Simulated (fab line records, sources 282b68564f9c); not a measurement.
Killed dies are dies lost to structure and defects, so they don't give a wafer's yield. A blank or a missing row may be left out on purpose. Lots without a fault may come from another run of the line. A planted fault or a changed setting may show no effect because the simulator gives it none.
A struck lot beside a sound one | flow rit_cmos | 17 steps out of a route of 202
Sound: wafers L376.3, L376.5, L376.6. Struck: wafers L388.1, L388.2, L388.6. The cause comes at the end.
At each step with rows: each side's tool, then ch and its chambers, then its first start. Under that, the readings that differ: sound wafers | struck wafers | difference of the means | sigmas: that difference in standard deviations of wafers without a fault.
alike: readings whose means differ by less than 2 such deviations, and words and numbers that are the same on both sides. not compared: withheld readings, readings that some wafer has no value for, bounds like >300 that may hide the same value, and numbers for which the record gives no deviation and whose values overlap.
The two part at a step that has a row with sigmas, a row that says differs or no value, or rows on one side only. Numbers that don't overlap but have no deviation are shown without sigmas and don't part them. A reading that every wafer of one side lacks parts them only if that side has two wafers or more.

first, 2 steps without rows for these wafers: RIT_NRETRO_HARDBAKE_07 (time 120 s); RIT_NRETRO_IMPLANT_08.
RIT_NRETRO_STRIP_09: strips in O2, time 180 s.
  sound on plasma_asher-02 ch 0,1, day 3 17:40; struck on plasma_asher-03 ch 0,1, day 6 07:11
  alike: drypump_motor_current_A, o2_flow_sccm
  not compared: rf_hours_counter_h
RIT_NRETRO_TW_MEAS_10:
  sound on film_metro-04, day 3 17:49; struck on film_metro-04, day 6 07:22
  alike: NRETRO_TW
then, 6 steps without rows for these wafers: RIT_PRETRO_HMDS_00 (prime time 60 s); RIT_PRETRO_COAT_01 (resist thk 1300 nm); RIT_PRETRO_SOFTBAKE_02 (time 60 s); RIT_PRETRO_EXPOSE_03 (exposes mask M5, target cd 43700 nm); RIT_PRETRO_PEB_04; RIT_PRETRO_DEVELOP_05 (develop time 68 s).
RIT_PRETRO_OVL_MEAS_06:
  sound on overlay-01, day 3 18:44; struck on overlay-02, day 6 08:18
  alike: PRETRO_OVL
then, 1 step without rows for these wafers: RIT_PRETRO_HARDBAKE_07 (time 120 s).
RIT_PRETRO_IMPLANT_08:
  sound on implanter-01 ch 0, day 3 19:04; struck on implanter-01 ch 0, day 6 08:35
  reading            | sound                         | struck                           | difference  | sigmas
  dose_ions_cm2      | 1.1985e+13 1.2e+13 1.1999e+13 | 1.7906e+13 1.7941e+13 1.7918e+13 | +5.9270e+12 | +99 or more
  faraday_current_uA | 39.0 37.0 37.0                | 54.7 57.4 56.4                   | +18.5       | +25
RIT_PRETRO_STRIP_09: strips in O2, time 180 s.
  sound on plasma_asher-01 ch 0,1, day 3 19:13; struck on plasma_asher-01 ch 0,1, day 6 08:44
  alike: drypump_motor_current_A, o2_flow_sccm
  not compared: rf_hours_counter_h
RIT_PRETRO_TW_MEAS_10:
  sound on film_metro-04, day 3 19:22; struck on film_metro-01, day 6 08:55
  reading   | sound       | struck      | difference | sigmas
  PRETRO_TW | 469 468 470 | 542 543 542 | +73        | +16
then, 1 step without rows for these wafers: RIT_GATE_WET_ETCH_00 (etches SiO2 in BOE, target depth 56 nm, time 60 s).
RIT_M1_PROBE_99:
  sound on prober-02, day 4 23:58; struck on prober-01, day 7 14:58
  reading                                    | sound               | struck               | difference | sigmas
  killed_at_M0_to_M3                         | 0 0 0               | 1 0 0                | +0         | +2
  model.etest.nmos_0p3.r_on_ohm_um           | 2180 2172 2145      | 2342 2420 2356       | +207       |
  model.etest.nmos_0p15.r_on_ohm_um          | 1178 1167 1139      | 1241 1240 1225       | +74        |
  model.etest.nmos_turned.drive_ua_um        | 317.1 313 320.9     | 258 250.8 261        | -60        |
  model.etest.nmos_0p15.drive_ua_um          | 446.1 447.9 456.4   | 405.7 397.6 405.9    | -47.1      |
  model.etest.nmos_0p3.drive_ua_um           | 228 225.4 225.8     | 194.6 186.9 190.2    | -35.8      |
  model.etest.nmos_narrow.drive_ua_um        | 225.6 223.4 221.4   | 197.4 188.9 189.3    | -31.6      |
  model.etest.retro_edge_nmos.off_log10_a_um | -10.6 -10.41 -10.59 | -11.49 -11.56 -11.51 | -0.99      |
  alike: killed_at_front_end, killed_dies, killed_on_rim, killed_open, killed_short
  not compared: model.etest.ring.delay_ps

WHERE THEY PART
First at RIT_PRETRO_IMPLANT_08; last, within this record, at RIT_M1_PROBE_99.

WHY: what the simulator had put in
Process parameter drift: implanter-01, from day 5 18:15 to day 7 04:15, at RIT_PRETRO_IMPLANT_08. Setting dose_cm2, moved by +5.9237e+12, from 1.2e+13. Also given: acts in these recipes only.
